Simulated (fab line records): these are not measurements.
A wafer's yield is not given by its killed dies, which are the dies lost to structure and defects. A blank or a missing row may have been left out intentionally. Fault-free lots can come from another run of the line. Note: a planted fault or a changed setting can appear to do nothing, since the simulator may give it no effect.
Chamber matching / flow rit_cmos / 3 sister chambers for RIT_GATE_WET_ETCH_00 on wet_bench-01
The step etches SiO2 in BOE, target depth 56 nm, time 60 s. 3 wafers are shown with their chamber, then 5 later ones without.

WAFERS PAIRED WITH THEIR CHAMBERS
wafer=L815.6; chamber=2; bath_heat_duty_pct (%)=2.4
wafer=L819.5; chamber=3; bath_heat_duty_pct (%)=1.8
wafer=L823.2; chamber=1; bath_heat_duty_pct (%)=1.6

WAFERS WHOSE CHAMBER IS MISSING
wafer=L823.3; bath_heat_duty_pct (%)=1.6
wafer=L823.5; bath_heat_duty_pct (%)=0.7
wafer=L836.1; bath_heat_duty_pct (%)=1.1
wafer=L836.2; bath_heat_duty_pct (%)=1.7
wafer=L836.4; bath_heat_duty_pct (%)=2.2

WHICH CHAMBER EACH WENT THROUGH
wafer=L823.3; from the rows above=can't be placed: 1 or 3 or 2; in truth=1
wafer=L823.5; from the rows above=can't be placed: 1 or 3 or 2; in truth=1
wafer=L836.1; from the rows above=can't be placed: 1 or 3 or 2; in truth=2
wafer=L836.2; from the rows above=can't be placed: 1 or 3 or 2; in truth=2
wafer=L836.4; from the rows above=can't be placed: 2 or 3 or 1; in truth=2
Correct placement for 0 of the 5. From these rows, 5 cannot be placed; in 5 the true chamber is one of the candidates. Wrongly placed: 0.
How it was worked out, from the rows above alone: a wafer's distance from a chamber is the root of the sum, over the readings, of the square of ((its reading less the chamber's mean) divided by the reading's scatter). The wafer belongs to the nearest chamber; if the next one is less than 2 further off, it can't be placed. For every chamber, the mean is computed from those of its wafers that are shown. The scatter: with one shown wafer a chamber, the root of the mean of the squares of how far each hidden wafer lies from its nearest shown one.
